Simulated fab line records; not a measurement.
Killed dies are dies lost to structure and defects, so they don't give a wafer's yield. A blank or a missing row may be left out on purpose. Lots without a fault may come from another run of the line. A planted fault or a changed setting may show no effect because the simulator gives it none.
Chamber matching / flow berkeley cmos170 / rie si-01 running UCB170_GATE_ETCH_15: 4 sister chambers
The step etches poly-Si in HBr/Cl2, stops on SiO2, time 56.3 s, target depth 278.2 nm. 14 wafers are shown with their chamber, then 7 later ones without.

== WAFERS PAIRED WITH THEIR CHAMBERS ==
wafer=L430.2; chamber=3; drypump motor current A (A)=4.7; throttle valve pct (%)=26.09; oes product au (a.u.)=0.830
wafer=L430.5; chamber=1; drypump motor current A (A)=4.9; throttle valve pct (%)=26.64; oes product au (a.u.)=0.847
wafer=L430.6; chamber=2; drypump motor current A (A)=6.0; throttle valve pct (%)=26.82; oes product au (a.u.)=0.809
wafer=L433.1; chamber=3; drypump motor current A (A)=4.6; throttle valve pct (%)=26.09; oes product au (a.u.)=0.829
wafer=L433.2; chamber=1; drypump motor current A (A)=4.9; throttle valve pct (%)=26.63; oes product au (a.u.)=0.841
wafer=L433.4; chamber=2; drypump motor current A (A)=6.0; throttle valve pct (%)=26.82; oes product au (a.u.)=0.813
wafer=L434.2; chamber=3; drypump motor current A (A)=4.7; throttle valve pct (%)=26.08; oes product au (a.u.)=0.827
wafer=L434.4; chamber=1; drypump motor current A (A)=4.9; throttle valve pct (%)=26.63; oes product au (a.u.)=0.836
wafer=L434.5; chamber=0; drypump motor current A (A)=6.0; throttle valve pct (%)=26.42; oes product au (a.u.)=0.842
wafer=L437.1; chamber=0; drypump motor current A (A)=6.0; throttle valve pct (%)=26.43; oes product au (a.u.)=0.849
wafer=L437.2; chamber=3; drypump motor current A (A)=4.7; throttle valve pct (%)=26.08; oes product au (a.u.)=0.848
wafer=L437.6; chamber=3; drypump motor current A (A)=4.7; throttle valve pct (%)=26.07; oes product au (a.u.)=0.849
wafer=L438.2; chamber=2; drypump motor current A (A)=6.0; throttle valve pct (%)=26.83; oes product au (a.u.)=0.811
wafer=L438.3; chamber=0; drypump motor current A (A)=6.0; throttle valve pct (%)=26.44; oes product au (a.u.)=0.841

SIGNATURES (means of the wafers above)
reading=drypump motor current A; chamber 0=6.000; chamber 1=4.900; chamber 2=6.000; chamber 3=4.680; scatter within a chamber=0.0283
reading=throttle valve pct; chamber 0=26.4300; chamber 1=26.6333; chamber 2=26.8233; chamber 3=26.0820; scatter within a chamber=0.00783
reading=oes product au; chamber 0=0.84400; chamber 1=0.84133; chamber 2=0.81100; chamber 3=0.83660; scatter within a chamber=0.00764
Rule: distance of a wafer from a chamber = root of the sum over the readings of ((wafer's reading minus chamber's mean) / reading's scatter) squared. If the next closest chamber is less than 2 further off than the closest, the wafer can't be placed; otherwise it belongs to the closest. The scatter is the square root of a quotient: the sum, over the shown wafers, of each reading's squared deviation from its chamber's mean, divided by wafers minus chambers.

== WAFERS WITH NO CHAMBER GIVEN ==
wafer=L438.6; drypump motor current A (A)=6.0; throttle valve pct (%)=26.82; oes product au (a.u.)=0.803
wafer=L441.1; drypump motor current A (A)=4.9; throttle valve pct (%)=26.66; oes product au (a.u.)=0.845
wafer=L441.4; drypump motor current A (A)=6.0; throttle valve pct (%)=26.81; oes product au (a.u.)=0.803
wafer=L441.6; drypump motor current A (A)=6.0; throttle valve pct (%)=26.81; oes product au (a.u.)=0.808
wafer=L445.2; drypump motor current A (A)=6.0; throttle valve pct (%)=26.82; oes product au (a.u.)=0.819
wafer=L445.3; drypump motor current A (A)=4.9; throttle valve pct (%)=26.65; oes product au (a.u.)=0.859
wafer=L445.5; drypump motor current A (A)=4.9; throttle valve pct (%)=26.65; oes product au (a.u.)=0.847

== WHICH CHAMBER EACH WENT THROUGH ==
wafer=L438.6; from the rows above=2; in truth=2
wafer=L441.1; from the rows above=1; in truth=1
wafer=L441.4; from the rows above=2; in truth=2
wafer=L441.6; from the rows above=2; in truth=2
wafer=L445.2; from the rows above=2; in truth=2
wafer=L445.3; from the rows above=1; in truth=1
wafer=L445.5; from the rows above=1; in truth=1
Correct placement for 7 of the 7. Number that these rows cannot place: 0. Number placed wrongly: 0.
